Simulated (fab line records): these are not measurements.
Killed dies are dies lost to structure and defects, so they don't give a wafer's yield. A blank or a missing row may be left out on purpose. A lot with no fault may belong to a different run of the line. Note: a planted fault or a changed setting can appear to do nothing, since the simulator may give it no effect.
fab line records | flow ritCmos
[record] lots = 15 | wafers = 45 | lastDay = 7
route steps=202 shown NWELL@36
lots that met no fault: from a run of the same line without faults
startH: start of the lot's first displayed wafer, in hours after the record's first day | waitH: time in hours since the lot's previous step | " the same as in the row above | L1.1+2: one row covering several wafers at once | - either no value or no given start | * or withheld: withheld | < > ~ a bound
route shown NAME@n: names a module that has steps shown in the file, with the first one's number in the route | usual: the fault-free wafers' mean and standard deviation | same: alike in all rows | chamber/n: place in a boat | sites: each site's reading | _std_site: the values' standard deviation | _edge_site: mean of outer sites minus mean of inner sites | radiusMm: for every site, how far away it sits from the centre of the wafer | mask NAME#n: copy n | behind: the last tool/chamber to shape the wafer | hold: reason for holding the lot/hours on hold/outcome of the hold | device: the transistor (n, p or np) that didn't switch | end of line: the tests these same wafers got at the end of their route | where a step has no rows: the recipe by itself | killed: not the wafer's yield, but the dies lost to structure and defects at the first sort | map: per-die view of a wafer (x killed, . not killed, _ where there is no die)
set.NAME: the setting the step ran with; set.NAME@STEP: the setting that earlier step ran with | model.NAME: the simulator's own value behind a step, which no gauge read
one table for each step of the route and one row for each wafer, over a sample of lots
services: when a tool's chamber went out of use (startH, in hours from the record's first day, below 0 if earlier), for how many hours, and the reason
[[steps]]
[step RIT_NWELL_IMPLANT_08]
[recipe] species = P | energyKev = 170 | doseCm2 = 5e+13 | tiltDeg = 7
[usual] beamOnS = 9.99/0.2 | endStationPressureTorr = 5.13e-06/2.9e-07 | faradayCurrentUA = 159/3.2 | tiltDeg = 6.999/0.016
lot.wafer | tool         | chamber | startH | waitH | beamOnS | endStationPressureTorr | faradayCurrentUA | tiltDeg
L404.2    | implanter-04 | 0       | 22.74  | 0.2   | 10.47   | 4.96e-06               | 151              | 7.002
L404.4    | "            | 0       | "      | "     | 9.62    | 5.03e-06               | 165              | 6.981
L404.6    | "            | 0       | "      | "     | 10.16   | 5.08e-06               | 156              | 7.001
L405.2    | implanter-04 | 0       | 27.77  | 0.2   | 10.32   | 4.99e-06               | 153              | 6.999
L405.3    | "            | 0       | "      | "     | 9.86    | 5.14e-06               | 161              | 7.007
L405.5    | "            | 0       | "      | "     | 9.88    | 5.24e-06               | 161              | 6.986
L406.1    | implanter-01 | 0       | 32.15  | 0.2   | 9.95    | 5.13e-06               | 160              | 7.021
L406.3    | "            | 0       | "      | "     | 10.21   | 5.13e-06               | 156              | 7.011
L406.4    | "            | 0       | "      | "     | 10.20   | 5.02e-06               | 156              | 7.000
L408.1    | implanter-02 | 0       | 41.32  | 0.2   | 10.22   | 5.39e-06               | 156              | 6.983
L408.3    | "            | 0       | "      | "     | 10.01   | 4.99e-06               | 158              | 6.992
L408.6    | "            | 0       | "      | "     | 10.04   | 5.27e-06               | 158              | 7.029
L409.2    | implanter-01 | 0       | 47.61  | 0.2   | 9.71    | 5.1e-06                | 163              | 6.994
L409.3    | "            | 0       | "      | "     | 9.96    | 4.67e-06               | 159              | 7.017
L409.5    | "            | 0       | "      | "     | 10.10   | 5.04e-06               | 157              | 6.992
L410.1    | implanter-01 | 0       | 50.59  | 0.2   | 10.06   | 5.52e-06               | 158              | 7.016
L410.2    | "            | 0       | "      | "     | 10.20   | 4.76e-06               | 155              | 7.021
L410.4    | "            | 0       | "      | "     | 9.86    | 5.17e-06               | 161              | 7.005
L411.2    | implanter-02 | 0       | 59.78  | 0.2   | 9.86    | 5.29e-06               | 161              | 6.987
L411.3    | "            | 0       | "      | "     | 9.70    | 4.57e-06               | 163              | 6.952
L411.6    | "            | 0       | "      | "     | 9.93    | 5.29e-06               | 160              | 6.978
L412.1    | implanter-04 | 0       | 63.49  | 0.2   | 10.29   | 4.84e-06               | 154              | 6.990
L412.2    | "            | 0       | "      | "     | 10.19   | 4.55e-06               | 156              | 6.998
L412.3    | "            | 0       | "      | "     | 9.93    | 5.18e-06               | 160              | 6.983
L413.2    | implanter-04 | 0       | 70.38  | 0.2   | 9.80    | 5.39e-06               | 161              | 7.012
L413.5    | "            | 0       | "      | "     | 10.27   | 5e-06                  | 155              | 6.988
L413.6    | "            | 0       | "      | "     | 9.74    | 5.25e-06               | 164              | 6.989
L414.1    | implanter-04 | 0       | 73.70  | 0.2   | 9.85    | 5.44e-06               | 162              | 6.986
L414.3    | "            | 0       | "      | "     | 9.85    | 5.27e-06               | 161              | 7.009
L414.5    | "            | 0       | "      | "     | 9.84    | 5.44e-06               | 161              | 7.011
L416.4    | implanter-04 | 0       | 82.29  | 0.2   | 10.14   | 5.33e-06               | 157              | 7.002
L416.5    | "            | 0       | "      | "     | 10.11   | 5.36e-06               | 157              | 7.002
L416.6    | "            | 0       | "      | "     | 10.20   | 5.04e-06               | 154              | 7.007
L418.4    | implanter-04 | 0       | 96.34  | 0.2   | 11.00   | 4.951e-05              | 145              | 6.995
L418.5    | "            | 0       | "      | "     | 11.16   | 5.498e-05              | 144              | 6.977
L418.6    | "            | 0       | "      | "     | 10.76   | 4.942e-05              | 149              | 7.011
L419.2    | implanter-04 | 0       | 98.36  | 0.2   | 11.06   | 5.016e-05              | 145              | 6.996
L419.3    | "            | 0       | "      | "     | 10.84   | 5.377e-05              | 148              | 6.996
L419.5    | "            | 0       | "      | "     | 11.34   | 4.769e-05              | 141              | 6.981
L420.1    | implanter-04 | 0       | 101.73 | 0.2   | 11.23   | 4.734e-05              | 144              | 6.993
L420.3    | "            | 0       | "      | "     | 11.11   | 4.891e-05              | 144              | 6.970
L420.6    | "            | 0       | "      | "     | 11.27   | 4.553e-05              | 142              | 6.987
L426.1    | implanter-01 | 0       | 132.72 | 0.2   | 9.66    | 4.88e-06               | 164              | 6.989
L426.3    | "            | 0       | "      | "     | 10.08   | 4.96e-06               | 158              | 7.009
L426.6    | "            | 0       | "      | "     | 9.96    | 5.09e-06               | 159              | 6.987
[step RIT_NWELL_TW_MEAS_10]
[usual] NWELL_TW = 2131/13
lot.wafer | tool         | chamber | startH | waitH | NWELL_TW
L404.2    | filmMetro-03 | -       | 23.05  | 0.1   | 2127
L404.4    | "            | -       | "      | "     | 2115
L404.6    | "            | -       | "      | "     | 2124
L405.2    | filmMetro-01 | -       | 28.08  | 0.1   | 2135
L405.3    | "            | -       | "      | "     | 2135
L405.5    | "            | -       | "      | "     | 2146
L406.1    | filmMetro-01 | -       | 32.47  | 0.1   | 2132
L406.3    | "            | -       | "      | "     | 2145
L406.4    | "            | -       | "      | "     | 2133
L408.1    | filmMetro-01 | -       | 41.64  | 0.1   | 2134
L408.3    | "            | -       | "      | "     | 2142
L408.6    | "            | -       | "      | "     | 2141
L409.2    | filmMetro-03 | -       | 47.92  | 0.1   | 2122
L409.3    | "            | -       | "      | "     | 2108
L409.5    | "            | -       | "      | "     | 2109
L410.1    | filmMetro-04 | -       | 50.91  | 0.1   | 2140
L410.2    | "            | -       | "      | "     | 2130
L410.4    | "            | -       | "      | "     | 2132
L411.2    | filmMetro-01 | -       | 60.09  | 0.1   | 2142
L411.3    | "            | -       | "      | "     | 2132
L411.6    | "            | -       | "      | "     | 2142
L412.1    | filmMetro-04 | -       | 63.82  | 0.1   | 2140
L412.2    | "            | -       | "      | "     | 2137
L412.3    | "            | -       | "      | "     | 2137
L413.2    | filmMetro-04 | -       | 70.69  | 0.1   | 2132
L413.5    | "            | -       | "      | "     | 2122
L413.6    | "            | -       | "      | "     | 2133
L414.1    | filmMetro-01 | -       | 74.03  | 0.1   | 2149
L414.3    | "            | -       | "      | "     | 2150
L414.5    | "            | -       | "      | "     | 2136
L416.4    | filmMetro-03 | -       | 82.57  | 0.1   | 2110
L416.5    | "            | -       | "      | "     | 2110
L416.6    | "            | -       | "      | "     | 2113
L418.4    | filmMetro-04 | -       | 96.62  | 0.1   | 2187
L418.5    | "            | -       | "      | "     | 2184
L418.6    | "            | -       | "      | "     | 2199
L419.2    | filmMetro-04 | -       | 98.67  | 0.1   | 2209
L419.3    | "            | -       | "      | "     | 2203
L419.5    | "            | -       | "      | "     | 2211
L420.1    | filmMetro-01 | -       | 102.06 | 0.1   | 2218
L420.3    | "            | -       | "      | "     | 2222
L420.6    | "            | -       | "      | "     | 2202
L426.1    | filmMetro-04 | -       | 133.05 | 0.1   | 2148
L426.3    | "            | -       | "      | "     | 2126
L426.6    | "            | -       | "      | "     | 2119
[step RIT_WELLDRIVE_RS_MEAS_01]
[recipe] thkMeasGauge = four-point-probe
[usual] NWELL_RS = 275.3/0.75
lot.wafer | tool         | chamber | startH | waitH | NWELL_RS[ohm/sq]
L404.2    | filmMetro-01 | -       | 30.55  | 0.0   | 275.0
L404.4    | "            | -       | "      | "     | 274.7
L404.6    | "            | -       | "      | "     | 274.5
L405.2    | filmMetro-04 | -       | 34.97  | 0.0   | 275.1
L405.3    | "            | -       | "      | "     | 274.7
L405.5    | "            | -       | "      | "     | 275.4
L406.1    | filmMetro-01 | -       | 39.61  | 0.0   | 274.3
L406.3    | "            | -       | "      | "     | 274.2
L406.4    | "            | -       | "      | "     | 275.2
L408.1    | filmMetro-03 | -       | 48.46  | 0.0   | 275.3
L408.3    | "            | -       | "      | "     | 275.1
L408.6    | "            | -       | "      | "     | 274.3
L409.2    | filmMetro-03 | -       | 54.81  | 0.0   | 275.3
L409.3    | "            | -       | "      | "     | 274.7
L409.5    | "            | -       | "      | "     | 275.5
L410.1    | filmMetro-04 | -       | 58.54  | 0.0   | 275.0
L410.2    | "            | -       | "      | "     | 275.7
L410.4    | "            | -       | "      | "     | 276.0
L411.2    | filmMetro-01 | -       | 66.92  | 0.0   | 275.1
L411.3    | "            | -       | "      | "     | 274.8
L411.6    | "            | -       | "      | "     | 274.6
L412.1    | filmMetro-03 | -       | 71.50  | 0.0   | 275.0
L412.2    | "            | -       | "      | "     | 274.4
L412.3    | "            | -       | "      | "     | 274.7
L413.2    | filmMetro-04 | -       | 77.78  | 0.0   | 276.8
L413.5    | "            | -       | "      | "     | 276.3
L413.6    | "            | -       | "      | "     | 276.1
L414.1    | filmMetro-04 | -       | 81.60  | 0.0   | 274.7
L414.3    | "            | -       | "      | "     | 275.5
L414.5    | "            | -       | "      | "     | 275.1
L416.4    | filmMetro-03 | -       | 90.33  | 0.1   | 275.4
L416.5    | "            | -       | "      | "     | 275.5
L416.6    | "            | -       | "      | "     | 276.4
L418.4    | filmMetro-03 | -       | 103.34 | 0.1   | 261.1
L418.5    | "            | -       | "      | "     | 261.0
L418.6    | "            | -       | "      | "     | 260.7
L419.2    | filmMetro-01 | -       | 105.75 | 0.0   | 258.3
L419.3    | "            | -       | "      | "     | 258.7
L419.5    | "            | -       | "      | "     | 258.9
L420.1    | filmMetro-03 | -       | 109.68 | 0.0   | 258.6
L420.3    | "            | -       | "      | "     | 258.5
L420.6    | "            | -       | "      | "     | 259.1
L426.1    | filmMetro-01 | -       | 140.64 | 0.0   | 275.6
L426.3    | "            | -       | "      | "     | 275.8
L426.6    | "            | -       | "      | "     | 274.8
[[services]]
tool         | chamber | startH | hours | kind
implanter-01 | -       | 29.58  | 1.9   | repair
implanter-04 | -       | 39.91  | 2.6   | repair
implanter-02 | -       | 55.73  | 3.2   | repair
implanter-04 | -       | 59.67  | 3.0   | repair
[[key]]
[firstSign] step = RIT_NWELL_IMPLANT_08 | reading = endStationPressureTorr | direction = up | sigmas = 99+ | usual = 5.13e-06 | struck = 4.97e-05
[effect] step = RIT_NWELL_IMPLANT_08 | reading = beamOnS | direction = up | sigmas = 5.5 | usual = 9.99 | struck = 11.09
[effect] step = RIT_NWELL_TW_MEAS_10 | reading = NWELL_TW | direction = up | sigmas = 5.5 | usual = 2131 | struck = 2204
[effect] step = RIT_WELLDRIVE_RS_MEAS_01 | reading = NWELL_RS | direction = down | sigmas = 21 | usual = 275.3 | struck = 259.4
metAt RIT_NWELL_IMPLANT_08
struckLots L418,L419,L420
testerLeftOut L418,L419,L420
onsetBetween 82.29 96.34
[fault] kind = processParameterDrift | tool = implanter-04 | chamber = - | onsetH = 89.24 | steps = RIT_NWELL_IMPLANT_08 | channel = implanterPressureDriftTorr | offset = 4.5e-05 | shape = step | endH = 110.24
[fault] kind = processParameterDrift | tool = implanter-04 | chamber = - | onsetH = 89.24 | steps = RIT_NWELL_IMPLANT_08 | channel = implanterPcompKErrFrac | offset = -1 | shape = step | endH = 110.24
// testerLeftOut: of these lots the tester's yield and bins aren't shown, on N5 and GAA mostly nor the transistor test; their killed dies are dies lost to structure and defects alone, not to doping, threshold or leakage, so they don't give the yield
